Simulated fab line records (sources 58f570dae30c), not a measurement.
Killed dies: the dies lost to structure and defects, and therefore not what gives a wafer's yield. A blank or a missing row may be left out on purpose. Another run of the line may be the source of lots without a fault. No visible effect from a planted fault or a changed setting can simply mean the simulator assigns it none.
Which of the tools did it? -- flow berkeley-cmos170 -- 14 lots with 42 wafers sampled at 5 steps, on a route of 331 steps

== WHAT THE GAUGES READ, wafer by wafer ==
UCB170_START_BOW_MEAS_00.
lot,measured,on,INCOMING_BOW (um)
L680,day 1 10:00,film-metro-03,-7 -9 11
L681,day 1 15:01,film-metro-03,-2 -12 -1
L682,day 1 20:00,film-metro-01,1 11 -9
L683,day 2 01:00,film-metro-04,1 -8 -4
L684,day 2 06:02,film-metro-04,-3 -5 5
L685,day 2 11:06,film-metro-03,-2 -15 7
L686,day 2 16:00,film-metro-03,3 4 8
L687,day 2 21:00,film-metro-04,5 -7 2
L688,day 3 02:00,film-metro-04,1 4 -3
L691,day 3 17:00,film-metro-01,3 8 -5
L696,day 4 18:02,film-metro-01,4 3 4
L699,day 5 09:01,film-metro-01,13 -4 3
L701,day 5 19:01,film-metro-04,7 4 7
L702,day 6 00:01,film-metro-04,5 -8 0

UCB170_PWELL_THK_MEAS_06.
lot,measured,on,PWELL_NITRIDE_THK (nm)
L680,day 3 06:20,film-metro-04,219.7 221.6 219.2
L681,day 3 14:29,film-metro-01,220.4 220.0 219.6
L682,day 3 14:28,film-metro-02,219.9 217.3 220.7
L683,day 4 00:42,film-metro-01,223.2 223.7 223.0
L684,day 4 04:51,film-metro-04,219.3 221.0 221.8
L685,day 4 04:51,film-metro-02,218.8 218.4 219.4
L686,day 4 11:53,film-metro-04,218.4 221.5 219.8
L687,day 4 16:49,film-metro-02,219.8 219.8 218.6
L688,day 4 16:49,film-metro-04,215.7 214.9 216.5
L691,day 5 21:37,film-metro-02,221.4 221.6 217.9
L696,day 6 15:53,film-metro-02,223.2 223.8 223.4
L699,day 7 01:54,film-metro-02,218.2 219.4 220.7
L701,day 7 18:44,film-metro-01,221.6 222.0 221.0
L702,day 7 18:44,film-metro-02,222.2 223.4 224.3

UCB170_ACTIVE_OVL_MEAS_14.
lot,measured,on,ACTIVE_OVL (nm)
L680,day 4 20:08,overlay-02,7 10 10
L681,day 4 20:23,overlay-01,-8 2 -4
L682,day 4 19:55,overlay-02,-11 -4 -12
L683,day 5 13:30,overlay-02,-8 -4 -7
L684,day 5 13:41,overlay-01,13 18 12
L685,day 5 13:47,overlay-02,-5 -8 -3
L686,day 5 23:29,overlay-02,-15 -18 -18
L687,day 6 03:19,overlay-02,-7 -6 1
L688,day 6 03:55,overlay-02,4 -11 -3
L691,day 7 11:53,overlay-01,-218 -223 -217
L696,day 8 05:51,overlay-02,-216 -213 -210
L699,day 8 14:41,overlay-02,2 -2 0
L701,day 9 04:14,overlay-02,-12 -5 0
L702,day 9 03:43,overlay-01,3 -6 3

UCB170_PFIELD_TW_MEAS_09.
lot,measured,on,PFIELD_TW
L680,day 5 01:20,film-metro-04,609 606 607
L681,day 5 01:37,film-metro-04,609 610 610
L682,day 5 01:17,film-metro-02,601 603 598
L683,day 5 15:32,film-metro-02,598 600 600
L684,day 5 15:50,film-metro-03,603 603 602
L685,day 5 15:52,film-metro-02,599 601 598
L686,day 6 02:06,film-metro-02,598 598 598
L687,day 6 07:28,film-metro-03,603 603 602
L688,day 6 07:23,film-metro-02,598 601 606
L691,day 7 14:01,film-metro-04,607 601 607
L696,day 8 07:55,film-metro-02,600 604 600
L699,day 8 20:26,film-metro-03,602 601 602
L701,day 9 06:38,film-metro-02,599 599 596
L702,day 9 05:47,film-metro-04,600 604 601

== EACH LOT AND THE TOOL THAT RAN IT (in order: tool; ch and the chambers of the sampled wafers; start) ==
lot,UCB170_ACTIVE_EXPOSE_10
L680,"krf-scanner-02 ch 0, day 4 19:37"
L681,"krf-scanner-01 ch 0, day 4 19:53"
L682,"krf-scanner-01 ch 0, day 4 19:23"
L683,"krf-scanner-01 ch 0, day 5 12:39"
L684,"krf-scanner-02 ch 0, day 5 12:56"
L685,"krf-scanner-01 ch 0, day 5 13:11"
L686,"krf-scanner-01 ch 0, day 5 22:11"
L687,"krf-scanner-01 ch 0, day 6 02:49"
L688,"krf-scanner-01 ch 0, day 6 03:14"
L691,"krf-scanner-02 ch 0, day 7 11:05"
L696,"krf-scanner-02 ch 0, day 8 05:20"
L699,"krf-scanner-01 ch 0, day 8 14:11"
L701,"krf-scanner-01 ch 0, day 9 03:43"
L702,"krf-scanner-01 ch 0, day 9 03:04"
- UCB170_ACTIVE_EXPOSE_10: exposes mask ACTIVE, target cd 1200 nm.

== WHAT THE TOOLS THEMSELVES READ (means of the sampled wafers that have a number; where no wafer has one, the mark that the record gives instead) ==
The record holds no such reading with a usual standard deviation.

== THE ANSWER, worked out from the rows above alone ==
Rule: what is usual is taken from the lots themselves. Put in order of their means at a reading, lots are off if they are a third of the lots or fewer, leave a main group of 4 or more, and stand apart from it by a gap of 3 or more times the standard deviation of the main group's means; of several such gaps the widest counts. Not used: any main group whose means are identical at the precision the tables above print for the reading. Also off: a lot with no number at a reading for which 4 or more lots have one. Any other lot the step has rows for is counted as sound. Order of review: gauges by route order, followed by the tools' own readings, for which a lot's mean as printed above is used. At the first step where some lot is off, the reading lying furthest off is the one used; lots without a number count as furthest.
Off: L691, L696, at UCB170_ACTIVE_OVL_MEAS_14 (ACTIVE_OVL). Main group: mean -3 nm, sd 7.7.
A tool fits if, at a process step before that reading, it ran every lot that is off, and no sound lot after the first of them. Gauges at UCB170_ACTIVE_OVL_MEAS_14: tried the same way as those tools. One fits: UCB170_ACTIVE_EXPOSE_10 on krf-scanner-02. A fault onset in the window from L684 (day 5 12:56, its last sound lot) to L691 (day 7 11:05, its first lot off) fits.

== WHAT HAD BEEN PUT IN BY THE SIMULATOR ==
Scanner matching overlay: krf-scanner-02, from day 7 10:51 on, at UCB170_ACTIVE_EXPOSE_10. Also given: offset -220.
Shown lots that were struck: L691, L696. The rule above found the same.
